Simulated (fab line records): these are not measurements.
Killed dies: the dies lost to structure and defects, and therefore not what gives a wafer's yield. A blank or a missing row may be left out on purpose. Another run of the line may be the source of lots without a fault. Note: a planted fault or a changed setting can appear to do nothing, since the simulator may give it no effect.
8D (eight disciplines) problem report, filled in by code :: flow berkeley-cmos170 :: the parts of the form that need people (team, actions taken, sign-off) are left out

1. WHAT IS WRONG
WELLDRIVE_OXIDE_THK at UCB170_WELLDRIVE_THK_MEAS_02 reads a mean of 148 nm on 6 wafers of 2 lots; wafers without a fault read 197 nm with a standard deviation of 4. That is -12 standard deviations from the usual mean.
Seen first at day 8 05:29 on film-metro-03, wafer L454.2. At this step, 42 wafers from 14 lots have a number in the record. Rule for "out" (also "out of limits"): further than 4 standard deviations from the usual mean. The other wafers with a number count as sound.

2. WHAT IT IS, WHAT IT ISN'T
question: which readings at this step
is: WELLDRIVE_OXIDE_THK
is not: -

question: which lots
is: L454, L455
is not: L436, L437, L439, L440, L442, L443, L445, L447, L448, L450, L457, L458

question: which wafers of those lots
is: all that have a number
is not: -

question: read on which gauges
is: film-metro-01, film-metro-03
is not: film-metro-02

question: when
is: from day 8 05:29
is not: up to then (30 sound wafers); but 6 sound wafers of L457, L458 came after

3. THE SUSPECTS, EACH WITH WHAT RULES IT OUT
Counting: a tool at any process step up to the reading remains a suspect when it ran all the lots that are out and ran no sound lot after the first of those.
- the gauge at UCB170_WELLDRIVE_THK_MEAS_02 has been ruled out. Those wafers that are out were read across 2 gauges (film-metro-01, film-metro-03).
- furnace-04 at UCB170_WELLDRIVE_OXIDATION_01 (target thk 199 nm, ox time 9000 s): kept. Every lot that is out went through it, starting with L454 (day 8 01:58), and after that it ran no sound lot; the last sound lot it ran before then is L448 (day 6 17:12).
After counting, what remains is furnace-04 at UCB170_WELLDRIVE_OXIDATION_01.

4. THE CAUSE (what the simulator had put in)
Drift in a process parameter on furnace-04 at UCB170_WELLDRIVE_OXIDATION_01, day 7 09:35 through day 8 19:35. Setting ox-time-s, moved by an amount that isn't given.
This tool alone remained once counting was done.

5. THE EFFECT CHAIN, in route order
Each row: a reading whose mean over the struck wafers that have a number lies more than 3 standard deviations from the usual. Scope: only readings with a usual standard deviation given in the record; hours: median across lots of the time from each lot's start at the first step in this table that gives one to its start at this step; sigmas: change in usual standard deviations.
hours: 0
step: UCB170_WELLDRIVE_THK_MEAS_02
reading: WELLDRIVE_OXIDE_THK
usual: 197 nm
on struck wafers: 148
change: -50
sigmas: -12
At these later measuring or inspecting steps, every struck wafer for which the step has a row has a number for every such reading, and none has moved that far: UCB170_V1_BOW_MEAS_03.

6. HOW IT WOULD HAVE BEEN CAUGHT EARLIER
The first out-of-limits reading at a measuring or inspecting step in this record came at day 8 05:29, 20 hours after the fault's start at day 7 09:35.
An alarm limit of 4 standard deviations would not have fired on the tool readings at UCB170_WELLDRIVE_OXIDATION_01 for which the record gives a usual standard deviation, since none of them was out on any struck wafer.
Lots out: 2; all had begun UCB170_WELLDRIVE_OXIDATION_01 on furnace-04 by day 8 05:29. Holding the tool at that point would not have protected any of them.
